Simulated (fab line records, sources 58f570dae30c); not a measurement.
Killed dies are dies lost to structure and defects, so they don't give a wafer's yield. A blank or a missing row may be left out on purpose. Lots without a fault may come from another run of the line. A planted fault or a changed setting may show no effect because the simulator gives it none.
A struck lot beside a sound one | flow berkeley_cmos170 | 14 steps out of a route of 331
Sound: wafers L479.1, L479.3, L479.5. Struck: wafers L481.1, L481.3, L481.6. The cause comes at the end.
At each step with rows: each side's tool, then ch and its chambers, then its first start. Under that, the readings that differ: sound wafers | struck wafers | difference of the means | sigmas: that difference in standard deviations of wafers without a fault.
alike: readings whose means differ by less than 2 such deviations, and words and numbers that are the same on both sides. not compared: withheld readings, readings that some wafer has no value for, bounds like >300 that may hide the same value, and numbers for which the record gives no deviation and whose values overlap.
The two part at a step that has a row with sigmas, a row that says differs or no value, or rows on one side only. Numbers that don't overlap but have no deviation are shown without sigmas and don't part them. A reading that every wafer of one side lacks parts them only if that side has two wafers or more.

first, 1 step without rows for these wafers: UCB170_PSD_DEVELOP_05 (develop time 45 s).
UCB170_PSD_CD_MEAS_06: target cd 1200 nm.
  sound on cd_sem-01, day 9 17:05; struck on cd_sem-02, day 10 10:50
  alike: cd_nm
UCB170_PSD_OVL_MEAS_07:
  sound on overlay-02, day 9 17:12; struck on overlay-01, day 10 10:58
  alike: PSD_OVL
then, 1 step without rows for these wafers: UCB170_PSD_IMPLANT_08.
UCB170_PSD_STRIP_09: strips in O2.
  sound on plasma_asher-01 ch 0,1, day 9 17:23; struck on plasma_asher-01 ch 0,1, day 10 11:08
  alike: drypump_motor_current_A, oes_product_au, strip_time_to_endpoint_s
  not compared: rf_hours_counter_h
UCB170_PSD_TW_MEAS_10:
  sound on film_metro-04, day 9 17:29; struck on film_metro-02, day 10 11:14
  alike: PSD_TW
then, 6 steps without rows for these wafers: UCB170_PSD_CLEAN_11 (cleans in SPM, time 600 s); UCB170_NSD_HMDS_00 (prime time 60 s); UCB170_NSD_COAT_01 (resist thk 900 nm); UCB170_NSD_SOFTBAKE_02 (time 60 s); UCB170_NSD_EXPOSE_03 (exposes mask NSELECT MOD, target cd 1200 nm); UCB170_NSD_PEB_04.
UCB170_NSD_DEVELOP_05: develop time 45 s.
  sound on litho_track-03 ch 0, day 9 19:00; struck on litho_track-03, day 10 13:00
  no value came back on the struck wafers for chill_plate_temp_C (C), develop_time_s (s); on the sound wafers chill_plate_temp_C (C) reads 22.89 22.99 22.90
  reading                              | sound             | struck            | difference | sigmas
  model.KrF_of_NSD_COAT_01.thk_nm (nm) | 888.6 888.1 888.9 | 899.1 901.5 901.8 | +12.3      |
UCB170_NSD_CD_MEAS_06: target cd 1200 nm.
  sound on cd_sem-02, day 9 19:08; struck on cd_sem-01, day 10 13:55
  reading    | sound                | struck | difference                    | sigmas
  cd_nm (nm) | 1200.4 1199.6 1199.3 | - - -  | no value on the struck wafers |

WHERE THEY PART
First at UCB170_NSD_DEVELOP_05; last, within this record, at UCB170_NSD_CD_MEAS_06.

WHY: what the simulator had put in
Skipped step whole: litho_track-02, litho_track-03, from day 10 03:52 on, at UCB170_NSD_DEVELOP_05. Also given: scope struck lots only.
